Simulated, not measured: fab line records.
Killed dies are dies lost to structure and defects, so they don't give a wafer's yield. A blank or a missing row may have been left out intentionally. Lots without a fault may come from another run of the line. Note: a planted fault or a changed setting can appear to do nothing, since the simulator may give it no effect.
Which tool did it?    flow rit_cmos    15 lots, 45 wafers sampled, at 6 steps of a route of 202

== WHAT THE GAUGES READ, wafer by wafer ==
RIT_GATE_CD_MEAS_16: target cd 150 nm.
lot   measured     on         cd_nm (nm)
L151  day 2 17:01  cd_sem-02  151.4 153.3 152.4
L152  day 3 00:05  cd_sem-01  152.7 151.9 155.4
L153  day 3 04:07  cd_sem-01  149.7 148.9 148.0
L154  day 3 10:38  cd_sem-01  151.1 149.3 150.6
L156  day 3 17:58  cd_sem-02  149.0 146.0 148.8
L157  day 4 00:15  cd_sem-01  149.1 147.8 148.4
L158  day 4 04:04  cd_sem-01  147.9 148.0 148.8
L159  day 4 10:42  cd_sem-01  151.2 152.4 148.8
L160  day 4 14:14  cd_sem-01  149.0 149.0 148.4
L162  day 5 00:17  cd_sem-01  153.9 153.4 151.8
L163  day 5 05:06  cd_sem-02  151.8 153.7 148.9
L165  day 5 15:11  cd_sem-02  153.6 153.0 154.8
L166  day 5 20:35  cd_sem-01  151.3 150.8 147.9
L167  day 6 01:37  cd_sem-02  149.6 147.8 148.1
L168  day 6 06:37  cd_sem-01  149.9 150.5 152.5

RIT_SILICIDE_RS_MEAS_02: a four-point-probe measurement.
lot   measured     on             SILICIDE_TI_RS (ohm/sq)
L151  day 3 06:28  film_metro-04  51.2 51.5 50.8
L152  day 3 13:37  film_metro-03  50.3 50.2 50.9
L153  day 3 17:45  film_metro-01  51.4 50.8 51.2
L154  day 4 00:11  film_metro-04  50.7 51.1 50.8
L156  day 4 07:17  film_metro-01  50.0 49.8 50.0
L157  day 4 13:39  film_metro-01  50.9 50.6 50.7
L158  day 4 17:41  film_metro-04  51.7 51.7 51.7
L159  day 4 23:54  film_metro-01  50.8 51.3 50.7
L160  day 5 04:23  film_metro-03  49.9 50.9 50.6
L162  day 5 13:54  film_metro-04  50.4 50.8 50.5
L163  day 5 18:43  film_metro-04  50.3 50.3 51.2
L165  day 6 04:41  film_metro-03  51.2 50.7 50.8
L166  day 6 09:50  film_metro-01  - - - - - -
L167  day 6 15:26  film_metro-01  - - - - - -
L168  day 6 20:41  film_metro-01  - - - - - -

RIT_SILICIDE_THK_MEAS_03: measures by xrf.
lot   measured     on             SILICIDE_TI_THK (nm)
L151  day 3 06:35  film_metro-04  27.98 27.99 28.18
L152  day 3 13:44  film_metro-03  28.29 28.50 28.08
L153  day 3 17:52  film_metro-01  28.08 28.24 28.16
L154  day 4 00:18  film_metro-04  28.51 28.19 28.46
L156  day 4 07:24  film_metro-01  28.66 28.62 28.60
L157  day 4 13:46  film_metro-01  28.03 28.35 28.28
L158  day 4 17:48  film_metro-04  27.86 27.97 27.99
L159  day 5 00:01  film_metro-01  28.02 27.83 27.97
L160  day 5 04:30  film_metro-03  28.61 28.31 28.39
L162  day 5 14:01  film_metro-04  28.41 28.21 28.40
L163  day 5 18:49  film_metro-04  28.37 28.34 28.09
L165  day 6 04:49  film_metro-03  27.95 28.08 28.10
L166  day 6 12:17  film_metro-01  <0.00 <0.00 <0.00 <0.00 <0.00 <0.00
L167  day 6 21:15  film_metro-01  <0.00 <0.00 <0.00 <0.00 <0.00 <0.00
L168  day 7 00:29  film_metro-01  <0.00 <0.00 <0.00 <0.00 <0.00 <0.00

RIT_CONTACT_CD_MEAS_90: target cd 1000 nm.
lot   measured     on         cd_nm (nm)
L151  day 3 08:39  cd_sem-01  998.4 999.4 996.1
L152  day 3 15:55  cd_sem-02  1001.7 1002.0 1002.3
L153  day 3 20:06  cd_sem-02  1007.2 1006.8 1003.3
L154  day 4 02:25  cd_sem-02  1004.7 1002.2 1001.2
L156  day 4 09:31  cd_sem-02  998.3 999.6 1000.8
L157  day 4 15:53  cd_sem-02  998.1 998.4 999.1
L158  day 4 20:01  cd_sem-02  1000.7 1001.8 1003.3
L159  day 5 02:00  cd_sem-01  997.4 1001.7 998.7
L160  day 5 06:37  cd_sem-01  1000.6 1001.9 1000.1
L162  day 5 16:20  cd_sem-01  994.6 999.1 992.4
L163  day 5 20:50  cd_sem-02  1001.4 1001.2 999.8
L165  day 6 06:54  cd_sem-02  1000.6 997.8 1000.8

== EACH LOT AND THE TOOL THAT RAN IT (in order: tool; ch and the chambers of the sampled wafers; start) ==
lot   RIT_GATE_STRIP_20                    RIT_SILICIDE_SPUTTER_01
L151  plasma_asher-04 ch 0,1, day 2 17:25  pvd_sputter-03, day 3 06:18
L152  plasma_asher-04 ch 0,1, day 3 00:30  pvd_sputter-01, day 3 13:28
L153  plasma_asher-01 ch 0,1, day 3 04:31  pvd_sputter-04, day 3 17:36
L154  plasma_asher-04 ch 0,1, day 3 11:03  pvd_sputter-01, day 4 00:02
L156  plasma_asher-04 ch 0,1, day 3 18:23  pvd_sputter-01, day 4 07:08
L157  plasma_asher-01 ch 0,1, day 4 00:40  pvd_sputter-04, day 4 13:30
L158  plasma_asher-02 ch 0,1, day 4 04:34  pvd_sputter-01, day 4 17:32
L159  plasma_asher-02 ch 0,1, day 4 11:07  pvd_sputter-04, day 4 23:45
L160  plasma_asher-02 ch 0,1, day 4 14:49  pvd_sputter-01, day 5 04:05
L162  plasma_asher-02 ch 0,1, day 5 00:41  pvd_sputter-01, day 5 13:45
L163  plasma_asher-01 ch 0,1, day 5 05:30  pvd_sputter-04, day 5 18:32
L165  plasma_asher-01 ch 0,1, day 5 15:43  pvd_sputter-01, day 6 04:32
L166  plasma_asher-04 ch 0,1, day 5 20:59  pvd_sputter-03, day 6 09:40
L167  plasma_asher-02 ch 0,1, day 6 02:00  pvd_sputter-01, day 6 15:16
L168  plasma_asher-02 ch 0, day 6 07:01    pvd_sputter-03, day 6 20:31
- RIT_GATE_STRIP_20: strips in O2, time 180 s.
- RIT_SILICIDE_SPUTTER_01: material Ti, target thk 30 nm, time 229.5 s.

== AS READ BY THE TOOLS THEMSELVES (means over the sampled wafers that have a number; for cases with no such wafer, the mark the record gives instead) ==
RIT_GATE_STRIP_20.
lot   tool             drypump_motor_current_A (A)
L151  plasma_asher-04  5.3
L152  plasma_asher-04  5.2
L153  plasma_asher-01  6.1
L154  plasma_asher-04  5.3
L156  plasma_asher-04  5.3
L157  plasma_asher-01  5.9
L158  plasma_asher-02  5.6
L159  plasma_asher-02  5.6
L160  plasma_asher-02  5.6
L162  plasma_asher-02  5.5
L163  plasma_asher-01  5.9
L165  plasma_asher-01  5.9
L166  plasma_asher-04  5.2
L167  plasma_asher-02  5.6
L168  plasma_asher-02  5.6

RIT_SILICIDE_SPUTTER_01.
lot   tool            cathode_dc_power_W (W)  chamber_pressure_pa (Pa)  throttle_valve_pct (%)
L151  pvd_sputter-03  349.97                  0.6675                    31.1
L152  pvd_sputter-01  350.01                  0.6670                    30.0
L153  pvd_sputter-04  350.03                  0.6669                    29.4
L154  pvd_sputter-01  350.00                  0.6677                    30.8
L156  pvd_sputter-01  350.04                  0.6684                    30.1
L157  pvd_sputter-04  350.03                  0.6677                    29.3
L158  pvd_sputter-01  349.98                  0.6653                    29.8
L159  pvd_sputter-04  349.99                  0.6669                    30.0
L160  pvd_sputter-01  349.98                  0.6671                    29.9
L162  pvd_sputter-01  350.02                  0.6653                    30.5
L163  pvd_sputter-04  350.04                  0.6678                    29.3
L165  pvd_sputter-01  350.06                  0.6674                    30.6
L166  pvd_sputter-03  -                       -                         -
L167  pvd_sputter-01  -                       -                         -
L168  pvd_sputter-03  -                       -                         -

== THE ANSWER, worked out from the rows above alone ==
Rule: the usual values come from the lots themselves. Put in order of their means at a reading, lots are off if they are a third of the lots or fewer, leave a main group of 4 or more, and stand apart from it by a gap of 3 or more times the standard deviation of the main group's means; of several such gaps the widest counts. A main group whose means are all the same, to the digits that the tables above print for the reading, isn't used. Also off: a lot with no number at a reading for which 4 or more lots have one. All remaining lots with rows at the step are treated as sound. After the gauges, taken in route order, come the tools' own readings; for these a lot's mean is taken, as printed above. At the first step where some lot is off, the reading lying furthest off is the one used; lots without a number count as furthest.
Off: at RIT_SILICIDE_RS_MEAS_02 (SILICIDE_TI_RS), L166, L167, L168. Without a number there: L166, L167, L168. For the main group the mean is 50.8 ohm/sq and the standard deviation 0.42.
A tool fits if, at a process step before that reading, it ran every lot that is off, and no sound lot after the first of them. The gauges at RIT_SILICIDE_RS_MEAS_02 aren't tried: what is off there is off at RIT_SILICIDE_SPUTTER_01 too, on other tools, and a gauge's error can't cause that. Not one of the candidates tried fits.

== WHAT THE SIMULATOR PUT IN ==
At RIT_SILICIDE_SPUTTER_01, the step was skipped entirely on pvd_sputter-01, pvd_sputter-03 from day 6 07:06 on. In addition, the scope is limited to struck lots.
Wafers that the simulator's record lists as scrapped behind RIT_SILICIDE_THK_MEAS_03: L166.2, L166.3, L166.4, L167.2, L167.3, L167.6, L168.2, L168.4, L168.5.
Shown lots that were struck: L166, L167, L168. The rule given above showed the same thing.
